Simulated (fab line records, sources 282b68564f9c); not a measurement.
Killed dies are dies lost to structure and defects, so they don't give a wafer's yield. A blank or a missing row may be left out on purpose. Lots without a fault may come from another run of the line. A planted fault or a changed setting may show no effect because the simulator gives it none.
Which tool did it? | flow rit_cmos | 14 lots, 40 wafers sampled, at 3 steps of a route of 202

WHAT THE GAUGES READ, wafer by wafer
RIT_GATE_THK_MEAS_07. Usual: GATE_OXIDE_THK 3.00 nm, standard deviation 0.053.
lot  | measured    | on            | GATE_OXIDE_THK (nm) | flag
L269 | day 2 14:12 | film_metro-04 | 3.03 2.94 3.00      |
L270 | day 2 18:39 | film_metro-02 | 3.01 2.99 2.94      |
L271 | day 3 01:29 | film_metro-03 | 2.99 3.01 3.11      |
L277 | day 4 05:56 | film_metro-02 | 3.05 3.11 3.12      |
L279 | day 4 15:33 | film_metro-03 | 2.94 3.02 2.98      |
L280 | day 4 20:34 | film_metro-02 | 2.94                |
L281 | day 4 23:07 | film_metro-03 | 2.96 3.08 3.03      |
L285 | day 6 04:23 | film_metro-04 | 2.99 3.07 3.02      |
L286 | day 6 04:24 | film_metro-03 | 3.00 2.97 2.95      |
L288 | day 6 21:32 | film_metro-04 | 2.90 3.03 2.96      |
L289 | day 6 22:10 | film_metro-04 | 3.07 3.01 3.00      |
L290 | day 6 23:46 | film_metro-04 | 3.00 2.99 2.96      |
L291 | day 7 06:03 | film_metro-03 | 3.05 3.01 3.05      |
L292 | day 7 12:24 | film_metro-04 | 2.94 2.96 2.93      |

RIT_SDANNEAL_RS_MEAS_07: measures by four-point-probe. Usual: NLDD_RS 151.8 ohm/sq, standard deviation 0.5.
lot  | measured    | on            | NLDD_RS (ohm/sq)  | flag
L269 | day 3 07:14 | film_metro-04 | 151.5 151.7 151.7 |
L270 | day 3 11:19 | film_metro-02 | 152.8 152.8 152.6 |
L271 | day 3 18:38 | film_metro-02 | 151.9 151.6 151.8 |
L277 | day 4 22:53 | film_metro-02 | 152.9 152.6 152.4 |
L279 | day 5 08:24 | film_metro-04 | 151.6 151.3 152.0 |
L280 | day 5 12:50 | film_metro-02 | 151.5             |
L281 | day 5 16:24 | film_metro-01 | 150.5 151.1 150.2 |
L285 | day 6 21:02 | film_metro-01 | 151.8 152.1 152.4 |
L286 | day 6 21:31 | film_metro-02 | 152.1 151.9 152.3 |
L288 | day 7 14:56 | film_metro-02 | 150.8 151.7 151.8 |
L289 | day 7 15:22 | film_metro-04 | 151.4 151.3 151.2 |
L290 | day 7 19:29 | film_metro-04 | 151.5 151.8 151.6 |
L291 | day 7 23:31 | film_metro-01 | 152.0 152.0 151.9 |
L292 | day 8 03:42 | film_metro-01 | 151.3 151.1 151.5 |

RIT_CONTACT_CD_MEAS_08: target cd 1000 nm. Usual: cd_nm 1000.4 nm, standard deviation 2.5.
lot  | measured    | on        | cd_nm (nm)           | flag
L269 | day 3 08:57 | cd_sem-01 | 997.2 997.2 1000.0   |
L270 | day 3 13:04 | cd_sem-01 | 1002.8 1004.0 1005.6 |
L271 | day 3 20:21 | cd_sem-02 | 999.3 998.7 998.9    |
L277 | day 5 01:29 | cd_sem-02 | 998.6 997.6 999.8    |
L279 | day 5 10:21 | cd_sem-02 | 996.6 998.9 998.1    |
L280 | day 5 14:32 | cd_sem-01 | 997.3                |
L281 | day 5 18:14 | cd_sem-01 | 1001.8 1002.4 1001.6 |
L285 | day 6 22:55 | cd_sem-01 | 1003.1 1001.8 1001.5 |
L286 | day 6 23:20 | cd_sem-01 | 1002.0 1001.4 1000.1 |
L288 | day 7 16:49 | cd_sem-02 | 1000.1 1000.6 999.2  |
L289 | day 7 17:05 | cd_sem-02 | 1004.5 1002.6 1003.2 |
L290 | day 7 21:26 | cd_sem-02 | 1001.4 998.8 999.3   |
L291 | day 8 01:26 | cd_sem-01 | 996.1 997.5 996.5    |
L292 | day 8 05:32 | cd_sem-02 | 999.8 998.8 1002.0   |

WHICH TOOL RAN EACH LOT (tool, then ch and the chambers of the sampled wafers, then the start)
The record holds no process step before these readings.

WHAT THE TOOLS THEMSELVES READ (means of the sampled wafers that have a number; where no wafer has one, the mark that the record gives instead)
The record holds no such reading with a usual standard deviation.

THE ANSWER, worked out from the rows above alone
Rule: a lot is off if the mean of its wafers that have a number lies more than 3 standard deviations from the usual mean. A lot without any number at a reading at which 4 lots or more have one is off too. The other lots that the step has rows for count as sound. The gauges are gone through in route order, then the tools' own readings, and for those a lot's mean is taken as printed above. The first step at which some lot is off is used, and at that step the reading that is off furthest; a lot without a number counts as furthest.
No lot is off at any reading shown: from this, nothing can be told.

WHAT THE SIMULATOR HAD PUT IN
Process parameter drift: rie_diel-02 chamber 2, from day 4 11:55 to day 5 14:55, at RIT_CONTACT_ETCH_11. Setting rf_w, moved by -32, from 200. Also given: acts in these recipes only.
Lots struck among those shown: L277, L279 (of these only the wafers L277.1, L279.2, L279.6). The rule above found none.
